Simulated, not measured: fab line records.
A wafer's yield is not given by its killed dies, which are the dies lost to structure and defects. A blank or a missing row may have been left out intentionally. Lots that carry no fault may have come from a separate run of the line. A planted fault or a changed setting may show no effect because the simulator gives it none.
Split-lot study + flow berkeley_cmos170 + 23 wafers read from 5 lots, route of 331 steps

== ON THE SPLIT ==
At UCB170_ZERO_COAT_01 (resist thk 900 nm), the setting spin_rpm was moved away from the recipe's 1500 rpm on 5 of the 23 wafers read, by -5.2% to +3.0%. For the rest of the wafers, this setting stayed at what the recipe calls for.

Reading taken at the split's own step.

== THE READING ==
KrF_of_ZERO_COAT_01.thk_nm (the simulator's own value, which no gauge read), in nm, at UCB170_ZERO_COAT_01 (resist thk 900 nm). The file gives no usual value for it. Average 899.1 nm, standard deviation 1.4 nm, over the 18 wafers here run with the recipe.

| wafer  | tool, chamber at the split | spin_rpm as run, rpm | against the recipe | KrF_of_ZERO_COAT_01.thk_nm, nm | against lot-mates on the recipe |
|--------|----------------------------|----------------------|--------------------|--------------------------------|---------------------------------|
| L074.1 | litho_track-03, 0          | 1500                 | recipe             | 899.1                          | -                               |
| L074.2 | litho_track-03, 0          | 1500                 | recipe             | 899.9                          | -                               |
| L074.3 | litho_track-03, 0          | 1500                 | recipe             | 899.3                          | -                               |
| L074.4 | litho_track-03, 0          | 1500                 | recipe             | 899.3                          | -                               |
| L074.5 | litho_track-03, 0          | 1500                 | recipe             | 899.7                          | -                               |
| L077.1 | litho_track-03, 0          | 1500                 | recipe             | 897.6                          | -                               |
| L077.2 | litho_track-03, 0          | 1500                 | recipe             | 897.7                          | -                               |
| L077.3 | litho_track-03, 0          | 1500                 | recipe             | 897.1                          | -                               |
| L077.4 | litho_track-03, 0          | 1500                 | recipe             | 899.4                          | -                               |
| L077.5 | litho_track-03, 0          | 1500                 | recipe             | 899.8                          | -                               |
| L078.2 | litho_track-03, 0          | 1500                 | recipe             | 898.7                          | -                               |
| L078.3 | litho_track-03, 0          | 1545                 | +3.0%              | 883.4                          | -14.8                           |
| L078.4 | litho_track-03, 0          | 1500                 | recipe             | 897.6                          | -                               |
| L078.5 | litho_track-03, 0          | 1545                 | +3.0%              | 885.4                          | -12.8                           |
| L078.6 | litho_track-03, 0          | 1545                 | +3.0%              | 883.5                          | -14.7                           |
| L079.2 | litho_track-03, 0          | 1500                 | recipe             | 897.3                          | -                               |
| L079.4 | litho_track-03, 0          | 1500                 | recipe             | 898.2                          | -                               |
| L079.5 | litho_track-03, 0          | 1500                 | recipe             | 902.1                          | -                               |
| L083.1 | litho_track-04, 0          | 1500                 | recipe             | 898.8                          | -                               |
| L083.2 | litho_track-04, 0          | 1422                 | -5.2%              | 924.9                          | +24.4                           |
| L083.3 | litho_track-04, 0          | 1500                 | recipe             | 901.6                          | -                               |
| L083.4 | litho_track-04, 0          | 1422                 | -5.2%              | 921.1                          | +20.6                           |
| L083.6 | litho_track-04, 0          | 1500                 | recipe             | 901.2                          | -                               |

THE FIT
A straight line over all 23 wafers: KrF_of_ZERO_COAT_01.thk_nm changes by -4.73 nm for each +1% of spin_rpm; r = -0.99; the points scatter about the line by 1.5 nm.
The same after taking each lot's own level away (the mean of its wafers on the recipe; 23 wafers): -4.44 nm for each +1%; r = -0.99; scatter 1.3 nm.
On that fit, the largest move of spin_rpm shifts the reading by 23 nm.
Measured against the standard deviation above, the lots' own levels, which go from 898.15 to 900.53 nm, span 1.7 times it.
Hence the lot-to-lot level has little effect on the slope; both slopes agree.
Check: +22.1 nm against its lot-mates is what the line predicts for one of the wafers moved furthest among these (-5.2%) when that wafer is left out of the fit. Against them it came out at +24.4 nm.

== THE WHOLE CHAIN: every reading that the file lists as answering this split, in the file's order ==
| step                 | what it does      | reading                                                                     | change (the file's fit)              | r (the file's) |
|----------------------|-------------------|-----------------------------------------------------------------------------|--------------------------------------|----------------|
| UCB170_ZERO_COAT_01  | resist thk 900 nm | KrF_of_ZERO_COAT_01.thk_nm (the simulator's own value, which no gauge read) | -4.42 nm for each +1% of the setting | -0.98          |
| UCB170_ZERO_STRIP_07 | strips in O2      | strip_time_to_endpoint_s                                                    | withheld for each +1% of the setting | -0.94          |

== FILE'S OWN FIT ==
KrF_of_ZERO_COAT_01.thk_nm changes by -4.42 nm for each +1% of spin_rpm, r = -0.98.
